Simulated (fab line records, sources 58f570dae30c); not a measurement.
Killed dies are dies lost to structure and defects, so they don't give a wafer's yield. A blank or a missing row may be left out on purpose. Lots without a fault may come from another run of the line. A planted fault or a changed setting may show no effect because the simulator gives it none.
Which tool did it? | flow berkeley_cmos170 | 15 lots, 45 wafers sampled, at 5 steps of a route of 331

WHAT THE GAUGES READ, wafer by wafer
UCB170_SDANNEAL_RS_MEAS_02: measures by four-point-probe. Usual: PSD_RS 75.6 ohm/sq, standard deviation 0.31.
lot  | measured     | on            | PSD_RS (ohm/sq) | flag
L748 | day 8 07:00  | film_metro-01 | 75.3 75.2 75.4  |
L746 | day 8 07:26  | film_metro-04 | 76.0 75.8 76.0  |
L747 | day 8 07:36  | film_metro-02 | 75.5 75.5 76.0  |
L749 | day 8 07:47  | film_metro-01 | 75.2 75.6 75.6  |
L751 | day 9 07:35  | film_metro-01 | 75.3 75.5 75.0  |
L752 | day 9 07:57  | film_metro-04 | 75.6 75.6 75.5  |
L750 | day 9 08:09  | film_metro-01 | 75.4 75.5 75.2  |
L756 | day 9 23:22  | film_metro-02 | 75.7 75.9 76.1  |
L754 | day 9 23:29  | film_metro-01 | 76.0 75.8 75.9  |
L759 | day 10 16:58 | film_metro-04 | 75.7 75.8 75.6  |
L755 | day 10 17:06 | film_metro-02 | 75.9 75.5 76.0  |
L758 | day 10 17:25 | film_metro-01 | 56.7 56.8 56.9  | OFF
L757 | day 10 17:37 | film_metro-02 | 76.0 75.7 75.6  |
L761 | day 11 05:58 | film_metro-01 | 56.5 56.3 56.4  | OFF
L760 | day 11 08:19 | film_metro-02 | 57.0 57.0 57.1  | OFF

UCB170_SDANNEAL_RS_MEAS_03: measures by four-point-probe. Usual: NSD_RS 37.26 ohm/sq, standard deviation 0.098.
lot  | measured     | on            | NSD_RS (ohm/sq)   | flag
L748 | day 8 07:07  | film_metro-01 | 37.19 37.10 37.24 |
L746 | day 8 07:33  | film_metro-04 | 37.32 37.35 37.34 |
L747 | day 8 07:43  | film_metro-02 | 37.08 37.24 37.08 |
L749 | day 8 07:55  | film_metro-01 | 37.16 37.20 37.26 |
L751 | day 9 07:43  | film_metro-01 | 37.20 37.21 37.20 |
L752 | day 9 08:04  | film_metro-04 | 37.25 37.24 37.22 |
L750 | day 9 08:16  | film_metro-01 | 37.28 37.10 37.24 |
L756 | day 9 23:29  | film_metro-02 | 37.34 37.43 37.47 |
L754 | day 9 23:36  | film_metro-01 | 37.40 37.30 37.39 |
L759 | day 10 17:05 | film_metro-04 | 37.38 37.30 37.40 |
L755 | day 10 17:13 | film_metro-02 | 37.34 37.24 37.36 |
L758 | day 10 17:32 | film_metro-01 | 31.32 31.40 31.37 | OFF
L757 | day 10 17:44 | film_metro-02 | 37.37 37.36 37.45 |
L761 | day 11 06:05 | film_metro-01 | 31.20 31.23 31.22 | OFF
L760 | day 11 08:26 | film_metro-02 | 31.48 31.47 31.45 | OFF

UCB170_SDANNEAL_RS_MEAS_04: measures by four-point-probe. Usual: PLDD_RS 1031.8 ohm/sq, standard deviation 2.8.
lot  | measured     | on            | PLDD_RS (ohm/sq)     | flag
L748 | day 8 07:14  | film_metro-01 | 1031.8 1032.1 1030.6 |
L746 | day 8 07:40  | film_metro-04 | 1038.3 1035.0 1035.6 |
L747 | day 8 07:50  | film_metro-02 | 1036.2 1035.8 1038.7 |
L749 | day 8 08:02  | film_metro-01 | 1027.9 1027.9 1027.6 |
L751 | day 9 07:50  | film_metro-01 | 1035.6 1031.6 1033.8 |
L752 | day 9 08:11  | film_metro-04 | 1031.3 1031.4 1031.2 |
L750 | day 9 08:23  | film_metro-01 | 1034.2 1033.1 1032.3 |
L756 | day 9 23:36  | film_metro-02 | 1032.5 1033.5 1035.8 |
L754 | day 9 23:43  | film_metro-01 | 1031.6 1032.1 1028.5 |
L759 | day 10 17:12 | film_metro-04 | 1031.8 1036.9 1033.0 |
L755 | day 10 17:20 | film_metro-02 | 1028.8 1025.0 1030.6 |
L758 | day 10 17:40 | film_metro-01 | 963.9 963.4 964.8    | OFF
L757 | day 10 17:52 | film_metro-02 | 1034.9 1035.1 1035.4 |
L761 | day 11 06:13 | film_metro-01 | 965.1 968.2 966.9    | OFF
L760 | day 11 08:33 | film_metro-02 | 967.7 969.9 973.6    | OFF

UCB170_SDANNEAL_RS_MEAS_05: measures by four-point-probe. Usual: NLDD_RS 616.6 ohm/sq, standard deviation 1.2.
lot  | measured     | on            | NLDD_RS (ohm/sq)  | flag
L748 | day 8 07:22  | film_metro-01 | 616.5 616.9 616.8 |
L746 | day 8 07:47  | film_metro-04 | 617.3 615.8 617.4 |
L747 | day 8 07:58  | film_metro-02 | 616.0 615.3 614.8 |
L749 | day 8 08:09  | film_metro-01 | 616.2 615.5 617.8 |
L751 | day 9 07:57  | film_metro-01 | 617.2 618.3 617.7 |
L752 | day 9 08:19  | film_metro-04 | 617.7 617.4 617.6 |
L750 | day 9 08:31  | film_metro-01 | 615.5 616.8 616.6 |
L756 | day 9 23:43  | film_metro-02 | 618.4 618.5 618.8 |
L754 | day 9 23:50  | film_metro-01 | 616.6 617.8 617.3 |
L759 | day 10 17:19 | film_metro-04 | 616.1 616.9 616.9 |
L755 | day 10 17:28 | film_metro-02 | 615.4 617.4 615.1 |
L758 | day 10 17:47 | film_metro-01 | 608.7 610.1 610.7 | OFF
L757 | day 10 17:59 | film_metro-02 | 614.6 615.9 615.4 |
L761 | day 11 06:20 | film_metro-01 | 610.2 611.8 610.6 | OFF
L760 | day 11 08:40 | film_metro-02 | 610.5 610.5 612.2 | OFF

WHICH TOOL RAN EACH LOT (tool, then ch and the chambers of the sampled wafers, then the start)
lot  | UCB170_SDANNEAL_RTA_01
L748 | rtp_anneal-02 ch 0, day 8 06:55
L746 | rtp_anneal-01 ch 0, day 8 07:22
L747 | rtp_anneal-02 ch 0, day 8 07:32
L749 | rtp_anneal-01 ch 0, day 8 07:43
L751 | rtp_anneal-02 ch 0, day 9 07:31
L752 | rtp_anneal-01 ch 0, day 9 07:53
L750 | rtp_anneal-02 ch 0, day 9 08:05
L756 | rtp_anneal-02 ch 0, day 9 23:17
L754 | rtp_anneal-02 ch 0, day 9 23:25
L759 | rtp_anneal-02 ch 0, day 10 16:54
L755 | rtp_anneal-01 ch 0, day 10 17:02
L758 | rtp_anneal-02 ch 0, day 10 17:21
L757 | rtp_anneal-01 ch 0, day 10 17:29
L761 | rtp_anneal-02 ch 0, day 11 05:53
L760 | rtp_anneal-02 ch 0, day 11 08:15
- UCB170_SDANNEAL_RTA_01: time 5 s.

WHAT THE TOOLS THEMSELVES READ (means of the sampled wafers that have a number; where no wafer has one, the mark that the record gives instead)
UCB170_SDANNEAL_RTA_01. Usual: lamp_power_pct 35.1 %, standard deviation 2; wafer_temp_C_max 1054.8, standard deviation 2.
lot  | tool          | lamp_power_pct (%) | wafer_temp_C_max | flag
L748 | rtp_anneal-02 | 33.4               | 1053.5           |
L746 | rtp_anneal-01 | 37.5               | 1059.1           |
L747 | rtp_anneal-02 | 33.4               | 1053.1           |
L749 | rtp_anneal-01 | 37.6               | 1056.3           |
L751 | rtp_anneal-02 | 33.4               | 1054.0           |
L752 | rtp_anneal-01 | 37.5               | 1057.7           |
L750 | rtp_anneal-02 | 33.4               | 1053.2           |
L756 | rtp_anneal-02 | 33.4               | 1053.2           |
L754 | rtp_anneal-02 | 33.4               | 1052.9           |
L759 | rtp_anneal-02 | 33.4               | 1053.8           |
L755 | rtp_anneal-01 | 37.6               | 1055.8           |
L758 | rtp_anneal-02 | 33.4               | 1053.6           |
L757 | rtp_anneal-01 | 37.5               | 1057.6           |
L761 | rtp_anneal-02 | 33.4               | 1053.3           |
L760 | rtp_anneal-02 | 33.4               | 1053.6           |

THE ANSWER, worked out from the rows above alone
Rule: a lot is off if the mean of its wafers that have a number lies more than 3 standard deviations from the usual mean. A lot without any number at a reading at which 4 lots or more have one is off too. The other lots that the step has rows for count as sound. The gauges are gone through in route order, then the tools' own readings, and for those a lot's mean is taken as printed above. The first step at which some lot is off is used, and at that step the reading that is off furthest; a lot without a number counts as furthest.
Off: L758, L761, L760, at UCB170_SDANNEAL_RS_MEAS_02 (PSD_RS).
A tool fits if, at a process step before that reading, it ran every lot that is off, and no sound lot after the first of them. The gauges at UCB170_SDANNEAL_RS_MEAS_02 are tried like those tools. One fits: rtp_anneal-02 at UCB170_SDANNEAL_RTA_01. Its last sound lot is L759 (day 10 16:54), its first lot that is off L758 (day 10 17:21): a fault that began between those two fits.

WHAT THE SIMULATOR HAD PUT IN
Process parameter drift: rtp_anneal-02, from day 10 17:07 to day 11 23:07, at UCB170_SDANNEAL_RTA_01. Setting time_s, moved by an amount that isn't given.
Lots struck among those shown: L758, L761, L760. The rule above found the same.
